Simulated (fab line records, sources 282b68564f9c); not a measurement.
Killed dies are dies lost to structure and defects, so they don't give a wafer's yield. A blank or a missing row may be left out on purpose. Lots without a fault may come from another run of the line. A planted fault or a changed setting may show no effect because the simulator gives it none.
Split-lot experiment | flow rit_cmos | 5 lots, 23 wafers read, on a route of 202 steps

THE SPLIT
At RIT_SILICIDE_SPUTTER_01 (material Ti, target thk 30 nm, time 240 s), the setting time_s was moved away from the recipe's 240 s on 5 of the 23 wafers read, by -7.4% to +7.0%. The other wafers ran this setting at the recipe's value.

FROM THE SPLIT TO THE READING: what the file shows between them, 1 step
- RIT_SILICIDE_RS_MEAS_02: measures by four-point-probe

THE READING
SILICIDE_TI_THK, in nm, at RIT_SILICIDE_THK_MEAS_03 (measures by xrf). Fault-free wafers of this fab line usually give 30.1 nm, standard deviation 0.34 nm.

wafer  | tool, chamber at the split | time_s as run, s | against the recipe | SILICIDE_TI_THK, nm | against lot-mates on the recipe
L074.1 | pvd_sputter-03, -          | 240              | recipe             | 30.0                | -
L074.3 | pvd_sputter-03, -          | 240              | recipe             | 30.0                | -
L074.4 | pvd_sputter-03, -          | 240              | recipe             | 30.2                | -
L074.5 | pvd_sputter-03, -          | 240              | recipe             | 30.0                | -
L074.6 | pvd_sputter-03, -          | 240              | recipe             | 29.9                | -
L077.1 | pvd_sputter-02, -          | 240              | recipe             | 30.2                | -
L077.2 | pvd_sputter-02, -          | 240              | recipe             | 30.2                | -
L077.3 | pvd_sputter-02, -          | 240              | recipe             | 30.0                | -
L077.5 | pvd_sputter-02, -          | 240              | recipe             | 30.3                | -
L077.6 | pvd_sputter-02, -          | 240              | recipe             | 30.0                | -
L078.1 | pvd_sputter-03, -          | 240              | recipe             | 29.9                | -
L078.2 | pvd_sputter-03, -          | 240              | recipe             | 29.6                | -
L078.3 | pvd_sputter-03, -          | 256.7            | +7.0%              | 32.4                | +2.7
L078.4 | pvd_sputter-03, -          | 240              | recipe             | 29.5                | -
L078.5 | pvd_sputter-03, -          | 256.7            | +7.0%              | 32.1                | +2.4
L079.1 | pvd_sputter-02, -          | 240              | recipe             | 29.7                | -
L079.4 | pvd_sputter-02, -          | 240              | recipe             | 29.9                | -
L079.6 | pvd_sputter-02, -          | 240              | recipe             | 30.0                | -
L083.1 | pvd_sputter-04, -          | 222.3            | -7.4%              | 28.2                | -2.1
L083.2 | pvd_sputter-04, -          | 240              | recipe             | 30.4                | -
L083.3 | pvd_sputter-04, -          | 222.3            | -7.4%              | 27.6                | -2.6
L083.5 | pvd_sputter-04, -          | 240              | recipe             | 30.1                | -
L083.6 | pvd_sputter-04, -          | 222.3            | -7.4%              | 27.7                | -2.6

THE FIT
A straight line over all 23 wafers: SILICIDE_TI_THK changes by +0.305 nm for each +1% of time_s; r = +0.98; the points scatter about the line by 0.24 nm.
The same after taking each lot's own level away (the mean of its wafers on the recipe; 23 wafers): +0.345 nm for each +1%; r = +0.99; scatter 0.17 nm.
On that fit, the largest move of time_s shifts the reading by 2.5 nm.
The lots' own levels span 29.67 to 30.25 nm, that is 1.7 times the standard deviation above.
So the lot-to-lot level changes the slope: the two fits differ.
Check: with one of the wafers moved furthest among these (-7.4%) left out of the fit, the line predicts -2.65 nm for it against its lot-mates. It came out at -2.05 nm against them.

THE WHOLE CHAIN: every reading that the file lists as answering this split, in the file's order
step                     | what it does                              | reading                                                                           | change (the file's fit)               | r (the file's)
RIT_SILICIDE_SPUTTER_01  | material Ti, target thk 30 nm, time 240 s | Ti_of_SILICIDE_SPUTTER_01.thk_nm (the simulator's own value, which no gauge read) | +0.332 nm for each +1% of the setting | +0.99
RIT_SILICIDE_RS_MEAS_02  | measures by four-point-probe              | SILICIDE_TI_RS                                                                    | -0.674 for each +1% of the setting    | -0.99
RIT_SILICIDE_THK_MEAS_03 | measures by xrf                           | SILICIDE_TI_THK                                                                   | +0.347 for each +1% of the setting    | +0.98

THE FILE'S OWN FIT
SILICIDE_TI_THK changes by +0.347 nm for each +1% of time_s, r = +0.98.
